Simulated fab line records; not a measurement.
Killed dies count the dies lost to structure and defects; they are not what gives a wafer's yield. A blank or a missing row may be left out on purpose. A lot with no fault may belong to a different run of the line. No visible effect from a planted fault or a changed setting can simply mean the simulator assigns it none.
One fault seen from 2 desks + flow rit-cmos + every desk sees just its own numbers, and what lay behind them comes last

## TOOL OWNER'S DESK, furnace-04
The tool's own readings at RIT_FOX1_OXIDATION_00 (target thk 350.7 nm, ox time 1130 s): means of the sampled wafers that have a number, for each lot that ran on this tool. If a lot's mean is further than 4 standard deviations from the usual mean, the lot is out of limits and carries the mark OUT (the distance appears in the brackets).
Columns: A = ox-temp-c-max at RIT_FOX1_OXIDATION_00, usual 1105.1; B = zone-power-source-pct at RIT_FOX1_OXIDATION_00, usual 45 %
| lot  | first seen here | A      | B  |
|------|-----------------|--------|----|
| L701 | day 1 23:15     | 1104.1 | 50 |
| L710 | day 3 23:02     | 1103.5 | 51 |
| L716 | day 5 01:18     | 1104.2 | 50 |
| L718 | day 5 11:35     | 1104.5 | 50 |
Finding of this desk: none of the 4 lots has anything out of limits.

## THE METROLOGY DESK
What the gauges read for every lot (on any tool): the sampled wafers with a number, averaged. If a lot's mean is further than 4 standard deviations from the usual mean, the lot is out of limits and carries the mark OUT (the distance appears in the brackets).
Columns: A = SILICIDE_TI_RS at RIT_SILICIDE_RS_MEAS_02, usual 47.7 ohm/sq
| lot  | first seen here | A    |
|------|-----------------|------|
| L700 | day 3 10:33     | 48.3 |
| L701 | day 3 16:44     | 47.8 |
| L703 | day 4 04:04     | 46.5 |
| L706 | day 4 22:05     | 48.4 |
| L707 | day 5 02:01     | 47.6 |
| L708 | day 5 03:37     | 48.6 |
| L710 | day 5 15:13     | 46.8 |
| L716 | day 6 15:31     | 47.3 |
| L718 | day 7 05:54     | 47.5 |
| L719 | day 7 07:16     | 47.9 |
| L720 | day 7 09:19     | 46.8 |
| L721 | day 7 13:55     | 47.4 |
| L722 | day 7 22:56     | 47.7 |
| L723 | day 8 04:43     | 48.1 |
Finding of this desk: none of the 14 lots has anything out of limits.

## TAKEN TOGETHER
Nothing out of limits was seen by the tool owner's desk.
From the metrology desk's view, nothing was out of limits.

## WHAT HAD BEEN PUT IN BY THE SIMULATOR
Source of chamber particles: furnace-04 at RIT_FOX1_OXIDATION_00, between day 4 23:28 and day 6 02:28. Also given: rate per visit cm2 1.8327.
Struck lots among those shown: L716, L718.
